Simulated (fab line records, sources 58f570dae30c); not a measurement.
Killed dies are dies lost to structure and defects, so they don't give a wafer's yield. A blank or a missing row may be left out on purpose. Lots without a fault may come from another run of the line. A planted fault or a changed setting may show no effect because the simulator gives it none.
fab line records | flow berkeley_cmos170 | part 1 of 2: steps 1 to 24 of 36
record lots=5 wafers=15 last_day=13
route steps=331 shown START@5 ZERO@6 NWELL@14 PWELL@34
lots that met no fault: from a run of the same line without faults
start_h: hours from the record's first day to the start of the lot's first wafer shown | wait_h: hours since the lot's step before | " the same as in the row above | L1.1+2: a row that stands for several wafers | - no value, or no start given | * or withheld: withheld | < > ~ a bound
route shown NAME@n: a module of which the file shows steps, and the number in the route of the first | usual: mean/standard deviation of fault-free wafers | same: alike in all rows | chamber/n: place in a boat | sites: the reading at each site | _std_site: their standard deviation | _edge_site: outer sites' mean less inner sites' | radius_mm: how far each site lies from the wafer's centre | mask NAME#n: copy n | behind: the tool/chamber that last shaped the wafer | hold: why the lot was held/for how many hours/how that ended | device: the transistor (n, p or np) that didn't switch | end of line: the same wafers' tests at the end of the route | a step without rows: its recipe alone | killed: dies lost to structure and defects at the first sort, not the wafer's yield | map: a wafer's dies, x killed, . not, _ none there
set.NAME: the setting as run; set.NAME@STEP: as run at that earlier step | model.NAME: the simulator's own value behind a step, which no gauge read
lots at some steps of the route; a table a step, a row a wafer
services: from which hour (start_h, from the record's first day; less than 0 if before it) a tool's chamber was out of use, for how many hours, and why
## steps
# step UCB170_START_ANNEAL_04
# recipe temp_c=950 time_s=1200 ambient=N2
# usual spike_tc_source_C=975.4/2.7 zone_power_source_pct=30.7/2.8
# columns lot.wafer tool chamber start_h wait_h spike_tc_source_C zone_power_source_pct
L074.4 furnace-04 0 20.56 3.8 973.5 28.7
L074.5 " 0 " " 972.4 28.9
L074.6 " 0 " " 972.8 29.0
L076.2 furnace-02 0 27.43 3.0 979.3 34.3
L076.5 " 0 " " 977.6 34.0
L076.6 " 0 " " 978.8 33.8
L079.1 furnace-04 0 45.08 4.1 972.3 28.9
L079.3 " 0 " " 971.8 28.9
L079.6 " 0 " " 970.6 28.3
L088.2 furnace-02 0 91.74 5.5 977.6 33.7
L088.3 " 0 " " 979.2 34.3
L088.4 " 0 " " 979.8 34.1
L097.3 furnace-04 0 133.25 3.3 970.1 28.5
L097.4 " 0 " " 973.1 28.4
L097.6 " 0 " " 972.0 28.7
# step UCB170_ZERO_HMDS_00
# recipe prime_time_s=60 prime_temp_c=100
# usual exhaust_pa=45.0/0.97
# columns lot.wafer tool chamber start_h wait_h exhaust_pa
L074.4 litho_track-03 0 22.60 0.7 44.5
L074.5 " 0 " " 46.0
L074.6 " 0 " " 45.0
L076.2 litho_track-03 0 29.51 0.7 44.8
L076.5 " 0 " " 45.1
L076.6 " 0 " " 44.7
L079.1 litho_track-03 0 46.41 0.0 44.5
L079.3 " 0 " " 46.0
L079.6 " 0 " " 45.3
L088.2 litho_track-03 0 93.10 0.0 45.2
L088.3 " 0 " " 45.2
L088.4 " 0 " " 45.2
L097.3 litho_track-03 0 135.01 0.4 43.6
L097.4 " 0 " " 43.8
L097.6 " 0 " " 43.7
# step UCB170_ZERO_COAT_01
# recipe resist=KrF spin_rpm=1500 resist_thk_nm=900
# usual exhaust_pa=44.9/0.9
# columns lot.wafer tool chamber start_h wait_h exhaust_pa
L074.4 litho_track-03 0 22.75 0.1 44.9
L074.5 " 0 " " 44.0
L074.6 " 0 " " 44.1
L076.2 litho_track-03 0 29.66 0.1 44.9
L076.5 " 0 " " 44.7
L076.6 " 0 " " 46.0
L079.1 litho_track-03 0 46.56 0.1 44.4
L079.3 " 0 " " 45.0
L079.6 " 0 " " 46.6
L088.2 litho_track-03 0 93.25 0.1 44.0
L088.3 " 0 " " 44.7
L088.4 " 0 " " 46.0
L097.3 litho_track-03 0 135.16 0.1 44.4
L097.4 " 0 " " 46.1
L097.6 " 0 " " 45.4
# step UCB170_ZERO_SOFTBAKE_02
# recipe resist=KrF temp_c=130 time_s=60
# usual exhaust_pa=45.0/0.77
# columns lot.wafer tool chamber start_h wait_h exhaust_pa
L074.4 litho_track-03 0 22.90 0.1 45.2
L074.5 " 0 " " 44.0
L074.6 " 0 " " 45.9
L076.2 litho_track-03 0 29.81 0.1 43.8
L076.5 " 0 " " 44.6
L076.6 " 0 " " 44.3
L079.1 litho_track-03 0 46.71 0.1 46.6
L079.3 " 0 " " 45.3
L079.6 " 0 " " 45.0
L088.2 litho_track-03 0 93.40 0.1 45.0
L088.3 " 0 " " 44.8
L088.4 " 0 " " 45.4
L097.3 litho_track-03 0 135.31 0.1 45.9
L097.4 " 0 " " 45.5
L097.6 " 0 " " 46.3
# step UCB170_ZERO_EXPOSE_03
# recipe mask_id=PM_MARKS na=0.5 sigma_outer=0.6 source_shape=conventional target_cd_nm=4000 dose_mj=30
# columns lot.wafer tool chamber start_h wait_h mask
L074.4+5+6 krf_scanner-01 0 23.16 0.2 PM_MARKS#0
L076.2+5+6 krf_scanner-02 0 30.08 0.2 PM_MARKS#0
L079.1+3+6 krf_scanner-01 0 46.99 0.2 PM_MARKS#0
L088.2+3+4 krf_scanner-01 0 93.55 0.1 PM_MARKS#0
L097.3+4+6 krf_scanner-01 0 135.45 0.1 PM_MARKS#0
# step UCB170_ZERO_PEB_04
# recipe peb_temp_c=130 peb_time_s=withheld resist=KrF
# usual exhaust_pa=45.1/0.82
# columns lot.wafer tool chamber start_h wait_h exhaust_pa
L074.4 litho_track-03 0 23.32 0.1 45.7
L074.5 " 0 " " 44.2
L074.6 " 0 " " 44.4
L076.2 litho_track-01 0 30.28 0.2 45.4
L076.5 " 0 " " 45.0
L076.6 " 0 " " 45.7
L079.1 litho_track-03 0 47.10 0.1 46.0
L079.3 " 0 " " 45.4
L079.6 " 0 " " 46.2
L088.2 litho_track-01 0 93.67 0.1 45.9
L088.3 " 0 " " 45.2
L088.4 " 0 " " 45.7
L097.3 litho_track-01 0 135.62 0.1 44.4
L097.4 " 0 " " 44.0
L097.6 " 0 " " 44.0
# step UCB170_ZERO_DEVELOP_05
# recipe developer=TMAH develop_time_s=45 resist=KrF dev_temp_c=21
# usual exhaust_pa=45.1/0.84
# columns lot.wafer tool chamber start_h wait_h exhaust_pa
L074.4 litho_track-03 0 - - 45.2
L074.5 " 0 " " 44.9
L074.6 " 0 " " 45.0
L076.2 litho_track-01 0 - - 44.9
L076.5 " 0 " " 44.6
L076.6 " 0 " " 45.8
L079.1 litho_track-03 0 - - 44.2
L079.3 " 0 " " 46.3
L079.6 " 0 " " 45.3
L088.2 litho_track-01 0 - - 45.0
L088.3 " 0 " " 44.0
L088.4 " 0 " " 44.4
L097.3 litho_track-01 0 - - 46.5
L097.4 " 0 " " 45.4
L097.6 " 0 " " 45.0
# step UCB170_ZERO_ETCH_06
# recipe chemistry=CHF3/CF4/Ar target=SiO2 time_s=12 pressure_mtorr=100 rf_w=500 CHF3_flow_sccm=50 cf4_flow_sccm=10 Ar_flow_sccm=120 over_etch_frac=1.58
# usual drypump_motor_current_A=5.8/0.41 oes_product_au=0.615/0.0095 throttle_valve_pct=9.25/0.18
# same over_etch_frac=1.58
# columns lot.wafer tool chamber start_h wait_h drypump_motor_current_A oes_product_au rf_hours_counter_h throttle_valve_pct
L074.4 rie_diel-01 2 23.52 - 5.7 0.619 7 9.30
L074.5 " 3 " " 5.2 0.616 - 9.48
L074.6 " 0 " " 5.7 0.618 - 9.45
L076.2 rie_diel-02 1 30.53 - 6.2 0.615 12 9.50
L076.5 " 1 " " 6.2 0.610 - 9.51
L076.6 " 0 " " 5.9 0.615 - 9.09
L079.1 rie_diel-04 1 47.38 - 6.4 0.616 168 9.33
L079.3 " 3 " " 6.2 0.636 68 9.24
L079.6 " 1 " " 6.4 0.610 - 9.31
L088.2 rie_diel-02 1 93.92 - 6.2 0.613 15 9.50
L088.3 " 2 " " 5.3 0.620 147 9.23
L088.4 " 0 " " 5.9 0.611 - 9.09
L097.3 rie_diel-01 2 135.84 - 5.7 0.611 12 9.29
L097.4 " 1 " " 5.1 0.603 69 9.01
L097.6 " 0 " " 5.7 0.619 - 9.44
# step UCB170_ZERO_STRIP_07
# recipe chemistry=O2 power_w=400 pressure_mtorr=3500 platen_temp_c=withheld o2_flow_sccm=400 overash_fraction=0.5
# usual drypump_motor_current_A=5.8/0.54 oes_product_au=0.727/0.0044 strip_time_to_endpoint_s=21.48/0.066
# columns lot.wafer tool chamber start_h wait_h drypump_motor_current_A oes_product_au rf_hours_counter_h strip_time_to_endpoint_s
L074.4 plasma_asher-02 0 23.58 0.0 5.6 0.731 - 21.41
L074.5 " 1 " " 4.7 0.729 - 21.45
L074.6 " 0 " " 5.6 0.730 - 21.47
L076.2 plasma_asher-02 1 30.56 0.0 4.8 0.725 30 21.56
L076.5 " 0 " " 5.6 0.726 - 21.55
L076.6 " 1 " " 4.8 0.730 - 21.58
L079.1 plasma_asher-01 1 47.40 0.0 6.0 0.731 23 21.58
L079.3 " 1 " " 6.0 0.720 - 21.59
L079.6 " 0 " " 6.5 0.731 - 21.50
L088.2 plasma_asher-01 1 93.94 0.0 6.0 0.720 28 21.50
L088.3 " 0 " " 6.5 0.728 - 21.36
L088.4 " 1 " " 6.0 0.726 - 21.45
L097.3 plasma_asher-01 0 135.90 0.0 6.5 0.723 - 21.51
L097.4 " 1 " " 6.0 0.736 - 21.42
L097.6 " 1 " " 6.0 0.724 - 21.55
# step UCB170_NWELL_WET_ETCH_00
# recipe chemistry=dHF dilution=25:1 target=SiO2 temp_c=25 time_s=200
# columns lot.wafer tool chamber start_h wait_h
L074.4+5+6 wet_bench-02 0 24.20 0.6
L076.2+5+6 wet_bench-04 3 32.51 1.9
L079.1+3+6 wet_bench-03 2 47.50 0.1
L088.2+3+4 wet_bench-04 3 94.04 0.1
L097.3+4+6 wet_bench-03 2 135.97 0.0
# step UCB170_NWELL_OXIDATION_01
# recipe temp_c=1000 ambient=O2 target_thk_a=264 ox_time_s=1260
# usual spike_tc_source_C=1025.7/2.7 zone_power_source_pct=34/3
# same ox_time_s=1260
# columns lot.wafer tool chamber start_h wait_h spike_tc_source_C zone_power_source_pct
L074.4 furnace-01 0 26.16 1.9 1025.6 31
L074.5 " 0 " " 1026.5 31
L074.6 " 0 " " 1026.2 31
L076.2 furnace-02 0 35.86 3.3 1028.7 39
L076.5 " 0 " " 1026.8 38
L076.6 " 0 " " 1029.4 38
L079.1 furnace-02 0 51.73 4.2 1028.8 38
L079.3 " 0 " " 1028.7 37
L079.6 " 0 " " 1028.3 38
L088.2 furnace-02 0 98.51 4.4 1029.3 38
L088.3 " 0 " " 1028.8 38
L088.4 " 0 " " 1026.7 38
L097.3 furnace-04 0 143.08 7.0 1023.8 32
L097.4 " 0 " " 1021.7 33
L097.6 " 0 " " 1022.8 33
# step UCB170_NWELL_THK_MEAS_02
# recipe reads=SiO2_of_NWELL_OXIDATION_01
# usual NWELL_OXIDE_THK=26.2/0.43
# columns lot.wafer tool chamber start_h wait_h NWELL_OXIDE_THK[nm]
L074.4 film_metro-01 - 27.54 0.0 26.0
L074.5 " - " " 26.0
L074.6 " - " " 26.1
L076.2 film_metro-02 - 37.22 0.0 26.4
L076.5 " - " " 26.1
L076.6 " - " " 26.5
L079.1 film_metro-04 - 53.08 0.0 26.2
L079.3 " - " " 26.6
L079.6 " - " " 26.3
L088.2 film_metro-02 - 99.87 0.0 26.8
L088.3 " - " " 26.7
L088.4 " - " " 27.1
L097.3 film_metro-04 - 144.45 0.0 25.9
L097.4 " - " " 25.8
L097.6 " - " " 26.0
# step UCB170_NWELL_ANNEAL_03
# recipe temp_c=1000 time_s=900 ambient=N2
# usual spike_tc_source_C=1024.3/2.5 zone_power_source_pct=33.1/2.3
# columns lot.wafer tool chamber start_h wait_h spike_tc_source_C zone_power_source_pct
L074.4 furnace-01 0 32.17 4.6 1025.3 31.8
L074.5 " 0 " " 1025.8 31.6
L074.6 " 0 " " 1025.6 31.5
L076.2 furnace-04 0 42.33 5.1 1023.2 32.6
L076.5 " 0 " " 1023.8 32.0
L076.6 " 0 " " 1022.6 31.9
L079.1 furnace-04 0 57.11 4.0 1022.6 32.0
L079.3 " 0 " " 1022.3 32.2
L079.6 " 0 " " 1021.9 32.2
L088.2 furnace-04 0 103.75 3.9 1022.4 32.0
L088.3 " 0 " " 1023.3 32.5
L088.4 " 0 " " 1021.6 32.8
L097.3 furnace-02 0 149.28 4.8 1029.6 38.1
L097.4 " 0 " " 1029.2 38.4
L097.6 " 0 " " 1028.9 38.4
# step UCB170_NWELL_CVD_04
# recipe material=Si3N4 target_thk_nm=224 temp_c=800 precursor=SiH2Cl2/NH3 time_s=3425 pressure_mtorr=200 sih2cl2_flow_sccm=25 nh3_flow_sccm=75
# usual sih2cl2_flow_sccm=25.02/0.072 spike_tc_source_C=824.2/2.6 zone_power_source_pct=20.4/1.9
# columns lot.wafer tool chamber start_h wait_h sih2cl2_flow_sccm spike_tc_source_C zone_power_source_pct
L074.4 lpcvd-02 0 33.42 0.0 25.06 822.2 21.4
L074.5 " 0 " " 25.10 824.2 21.0
L074.6 " 0 " " 25.07 825.2 21.1
L076.2 lpcvd-01 1 43.58 0.0 25.08 821.7 18.8
L076.5 " 1 " " 25.00 823.5 19.2
L076.6 " 1 " " 25.09 819.6 19.1
L079.1 lpcvd-02 0 58.36 0.0 25.07 824.0 21.2
L079.3 " 0 " " 25.11 825.8 21.3
L079.6 " 0 " " 24.97 824.6 21.4
L088.2 lpcvd-02 0 105.00 0.0 24.99 824.5 21.2
L088.3 " 0 " " 25.05 823.1 21.3
L088.4 " 0 " " 24.98 824.0 21.1
L097.3 lpcvd-02 1 150.53 0.0 24.96 829.4 17.4
L097.4 " 1 " " 25.04 830.1 17.6
L097.6 " 1 " " 25.10 828.0 17.4
# step UCB170_NWELL_THK_MEAS_05
# recipe reads=Si3N4_of_NWELL_CVD_04
# usual NWELL_NITRIDE_THK=228.5/1.8
# columns lot.wafer tool chamber start_h wait_h NWELL_NITRIDE_THK[nm]
L074.4 film_metro-04 - 35.39 0.0 228.4
L074.5 " - " " 226.4
L074.6 " - " " 226.5
L076.2 film_metro-02 - 45.52 0.0 230.2
L076.5 " - " " 230.8
L076.6 " - " " 231.0
L079.1 film_metro-02 - 60.29 0.0 227.8
L079.3 " - " " 227.1
L079.6 " - " " 226.7
L088.2 film_metro-04 - 106.94 0.0 227.6
L088.3 " - " " 226.7
L088.4 " - " " 226.9
L097.3 film_metro-02 - 152.48 0.0 229.9
L097.4 " - " " 230.2
L097.6 " - " " 231.7
# step UCB170_NWELL_HMDS_06
# recipe prime_time_s=60 prime_temp_c=100
# usual exhaust_pa=44.9/0.9
# columns lot.wafer tool chamber start_h wait_h exhaust_pa
L074.4 litho_track-04 0 35.73 0.3 47.2
L074.5 " 0 " " 46.2
L074.6 " 0 " " 46.4
L076.2 litho_track-04 0 45.59 0.1 45.8
L076.5 " 0 " " 45.3
L076.6 " 0 " " 44.8
L079.1 litho_track-03 0 60.35 0.1 44.5
L079.3 " 0 " " 44.3
L079.6 " 0 " " 44.6
L088.2 litho_track-03 0 107.33 0.4 44.4
L088.3 " 0 " " 44.0
L088.4 " 0 " " 43.0
L097.3 litho_track-04 0 152.57 0.1 44.0
L097.4 " 0 " " 43.9
L097.6 " 0 " " 42.6
# step UCB170_NWELL_COAT_07
# recipe resist=KrF spin_rpm=1500 resist_thk_nm=900
# usual exhaust_pa=45.0/0.96
# columns lot.wafer tool chamber start_h wait_h exhaust_pa
L074.4 litho_track-04 0 35.88 0.1 43.2
L074.5 " 0 " " 42.0
L074.6 " 0 " " 43.9
L076.2 litho_track-04 0 45.74 0.1 44.8
L076.5 " 0 " " 44.6
L076.6 " 0 " " 46.4
L079.1 litho_track-03 0 60.50 0.1 44.5
L079.3 " 0 " " 45.9
L079.6 " 0 " " 46.7
L088.2 litho_track-03 0 107.48 0.1 44.7
L088.3 " 0 " " 44.1
L088.4 " 0 " " 44.9
L097.3 litho_track-04 0 152.72 0.1 44.6
L097.4 " 0 " " 44.9
L097.6 " 0 " " 45.4
# step UCB170_NWELL_SOFTBAKE_08
# recipe resist=KrF temp_c=130 time_s=60
# usual exhaust_pa=44.9/0.82
# columns lot.wafer tool chamber start_h wait_h exhaust_pa
L074.4 litho_track-04 0 36.03 0.1 43.9
L074.5 " 0 " " 44.5
L074.6 " 0 " " 44.9
L076.2 litho_track-04 0 45.89 0.1 45.0
L076.5 " 0 " " 45.1
L076.6 " 0 " " 45.4
L079.1 litho_track-03 0 60.65 0.1 45.5
L079.3 " 0 " " 46.0
L079.6 " 0 " " 45.8
L088.2 litho_track-03 0 107.63 0.1 45.5
L088.3 " 0 " " 44.2
L088.4 " 0 " " 44.8
L097.3 litho_track-04 0 152.87 0.1 45.0
L097.4 " 0 " " 45.6
L097.6 " 0 " " 45.4
# step UCB170_NWELL_EXPOSE_09
# recipe mask_id=NWELL target_cd_nm=3000 na=0.5 sigma_outer=0.6 source_shape=conventional dose_mj=25
# columns lot.wafer tool chamber start_h wait_h mask
L074.4+5+6 krf_scanner-02 0 36.16 0.1 NWELL#0
L076.2+5+6 krf_scanner-02 0 46.04 0.1 NWELL#0
L079.1+3+6 krf_scanner-02 0 60.80 0.1 NWELL#0
L088.2+3+4 krf_scanner-02 0 107.77 0.1 NWELL#0
L097.3+4+6 krf_scanner-01 0 153.14 0.2 NWELL#0
# step UCB170_NWELL_PEB_10
# recipe peb_temp_c=130 peb_time_s=withheld resist=KrF
# usual exhaust_pa=45.1/0.96
# columns lot.wafer tool chamber start_h wait_h exhaust_pa
L074.4 litho_track-04 0 36.45 0.3 45.3
L074.5 " 0 " " 44.9
L074.6 " 0 " " 46.1
L076.2 litho_track-03 0 46.16 0.1 44.8
L076.5 " 0 " " 45.3
L076.6 " 0 " " 44.5
L079.1 litho_track-02 0 60.99 0.2 45.6
L079.3 " 0 " " 44.2
L079.6 " 0 " " 45.2
L088.2 litho_track-03 0 107.90 0.1 45.3
L088.3 " 0 " " 44.8
L088.4 " 0 " " 44.8
L097.3 litho_track-03 0 153.26 0.1 45.6
L097.4 " 0 " " 45.3
L097.6 " 0 " " 45.8
# step UCB170_NWELL_DEVELOP_11
# recipe developer=TMAH develop_time_s=45 resist=KrF dev_temp_c=21
# usual exhaust_pa=44.8/0.97
# columns lot.wafer tool chamber start_h wait_h exhaust_pa
L074.4 litho_track-04 0 - - 43.6
L074.5 " 0 " " 45.0
L074.6 " 0 " " 44.0
L076.2 litho_track-03 0 - - 44.8
L076.5 " 0 " " 44.6
L076.6 " 0 " " 43.7
L079.1 litho_track-02 0 - - 46.9
L079.3 " 0 " " 45.9
L079.6 " 0 " " 45.5
L088.2 litho_track-03 0 - - 43.8
L088.3 " 0 " " 43.9
L088.4 " 0 " " 43.4
L097.3 litho_track-03 0 - - 45.6
L097.4 " 0 " " 45.5
L097.6 " 0 " " 45.5
# step UCB170_NWELL_OVL_MEAS_12
# usual NWELL_OVL=-3/5.3
# columns lot.wafer tool chamber start_h wait_h NWELL_OVL[nm]
L074.4 overlay-01 - 36.67 - -6
L074.5 " - " " 0
L074.6 " - " " -4
L076.2 overlay-01 - 46.42 - 2
L076.5 " - " " 1
L076.6 " - " " 5
L079.1 overlay-01 - 61.27 - 2
L079.3 " - " " 5
L079.6 " - " " -1
L088.2 overlay-02 - 108.15 - -12
L088.3 " - " " -11
L088.4 " - " " -1
L097.3 overlay-01 - 153.50 - -1
L097.4 " - " " 0
L097.6 " - " " 4
# step UCB170_NWELL_ETCH_13
# recipe chemistry=CH3F/Ar/O2 target=Si3N4 stop_on=SiO2 CH3F_flow_sccm=20 Ar_flow_sccm=50 O2_flow_sccm=7 pressure_mtorr=50 rf_w=450 target_depth_a=2464 over_etch_frac=0.1 time_s=154
# usual drypump_motor_current_A=5.7/0.39 oes_product_au=0.950/0.017 throttle_valve_pct=8.09/0.14
# same over_etch_frac=0.1
# columns lot.wafer tool chamber start_h wait_h drypump_motor_current_A oes_product_au rf_hours_counter_h throttle_valve_pct
L074.4 rie_diel-01 1 36.74 0.1 5.2 0.935 - 7.86
L074.5 " 3 " " 5.2 0.955 - 8.23
L074.6 " 1 " " 5.1 0.930 - 7.87
L076.2 rie_diel-01 0 46.45 0.0 5.7 0.950 150 8.27
L076.5 " 0 " " 5.7 0.965 - 8.27
L076.6 " 1 " " 5.1 0.926 - 7.84
L079.1 rie_diel-01 2 61.31 0.0 5.7 0.943 9 8.10
L079.3 " 1 " " 5.1 0.931 66 7.86
L079.6 " 0 " " 5.7 0.950 - 8.27
L088.2 rie_diel-04 2 108.18 0.0 5.6 0.946 65 7.97
L088.3 " 1 " " 6.4 0.952 1 8.15
L088.4 " 3 " " 6.1 0.975 71 8.08
L097.3 rie_diel-04 2 153.52 0.0 5.6 0.944 67 7.96
L097.4 " 0 " " 6.1 0.961 48 8.14
L097.6 " 2 " " 5.6 0.951 - 7.97
# step UCB170_NWELL_IMPLANT_14
# recipe species=P dose_cm2=1e+13 energy_kev=150 tilt_deg=7
# usual faraday_current_uA=31.7/0.62
# columns lot.wafer tool chamber start_h wait_h faraday_current_uA
L074.4 implanter-03 0 36.92 0.1 30.3
L074.5 " 0 " " 30.9
L074.6 " 0 " " 31.5
L076.2 implanter-01 0 46.62 0.1 32.2
L076.5 " 0 " " 30.9
L076.6 " 0 " " 31.9
L079.1 implanter-02 0 61.41 0.1 31.6
L079.3 " 0 " " 32.1
L079.6 " 0 " " 32.0
L088.2 implanter-02 0 108.31 0.1 32.3
L088.3 " 0 " " 31.8
L088.4 " 0 " " 31.9
L097.3 implanter-01 0 153.68 0.1 31.8
L097.4 " 0 " " 32.4
L097.6 " 0 " " 30.3
